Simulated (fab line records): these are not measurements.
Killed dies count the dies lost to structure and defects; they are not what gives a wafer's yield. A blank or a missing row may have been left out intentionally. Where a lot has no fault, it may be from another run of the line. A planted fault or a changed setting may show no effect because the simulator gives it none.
Chamber matching + flow berkeley_cmos170 + 4 sister chambers for UCB170_ZERO_ETCH_06 on rie_diel-04
The step etches SiO2 in CHF3/CF4/Ar, time 12 s. 14 wafers are shown with their chamber, then 7 later ones without.

== WAFERS WITH THEIR CHAMBER ==
| wafer  | chamber | drypump_motor_current_A (A) | throttle_valve_pct (%) | oes_product_au (a.u.) |
|--------|---------|-----------------------------|------------------------|-----------------------|
| L652.3 | 1       | 5.7                         | 9.22                   | 0.631                 |
| L652.4 | 1       | 5.7                         | 9.23                   | 0.627                 |
| L652.6 | 3       | 6.5                         | 9.18                   | 0.616                 |
| L653.1 | 3       | 6.4                         | 9.17                   | 0.618                 |
| L653.5 | 2       | 6.2                         | 8.99                   | 0.619                 |
| L653.6 | 3       | 6.4                         | 9.18                   | 0.614                 |
| L656.1 | 0       | 5.4                         | 9.21                   | 0.604                 |
| L656.2 | 2       | 6.1                         | 8.99                   | 0.622                 |
| L656.6 | 1       | 5.7                         | 9.22                   | 0.634                 |
| L660.2 | 0       | 5.4                         | 9.22                   | 0.606                 |
| L660.3 | 3       | 6.5                         | 9.16                   | 0.613                 |
| L660.6 | 1       | 5.7                         | 9.21                   | 0.628                 |
| L662.2 | 0       | 5.4                         | 9.24                   | 0.598                 |
| L662.4 | 1       | 5.7                         | 9.22                   | 0.633                 |

SIGNATURES (means of the wafers above)
| reading                 | chamber 0 | chamber 1 | chamber 2 | chamber 3 | scatter within a chamber |
|-------------------------|-----------|-----------|-----------|-----------|--------------------------|
| drypump_motor_current_A | 5.400     | 5.700     | 6.150     | 6.450     | 0.0387                   |
| throttle_valve_pct      | 9.2233    | 9.2200    | 8.9900    | 9.1725    | 0.0097                   |
| oes_product_au          | 0.60267   | 0.63060   | 0.62050   | 0.61525   | 0.00302                  |
Rule: a wafer lies at a distance from a chamber equal to the root of the sum of squares, over the readings, of (its reading less the chamber's mean, divided by the reading's scatter). The wafer belongs to the nearest chamber; if the next one is less than 2 further off, it can't be placed. The scatter is the square root of a quotient: the sum, over the shown wafers, of each reading's squared deviation from its chamber's mean, divided by wafers minus chambers.

== WAFERS MISSING THEIR CHAMBER ==
| wafer  | drypump_motor_current_A (A) | throttle_valve_pct (%) | oes_product_au (a.u.) |
|--------|-----------------------------|------------------------|-----------------------|
| L662.6 | 6.1                         | 8.99                   | 0.630                 |
| L665.2 | 5.4                         | 9.21                   | 0.607                 |
| L665.3 | 5.7                         | 9.22                   | 0.624                 |
| L665.4 | 6.1                         | 8.99                   | 0.625                 |
| L668.1 | 6.1                         | 8.99                   | 0.615                 |
| L668.2 | 5.7                         | 9.22                   | 0.629                 |
| L668.4 | 5.4                         | 9.22                   | 0.603                 |

== THE CHAMBER EACH PASSED THROUGH ==
| wafer  | from the rows above | in truth |
|--------|---------------------|----------|
| L662.6 | 2                   | 2        |
| L665.2 | 0                   | 0        |
| L665.3 | 1                   | 1        |
| L665.4 | 2                   | 2        |
| L668.1 | 2                   | 2        |
| L668.2 | 1                   | 1        |
| L668.4 | 0                   | 0        |
7 of 7 placed correctly. Left unplaced by these rows: 0. Placed wrongly: 0.
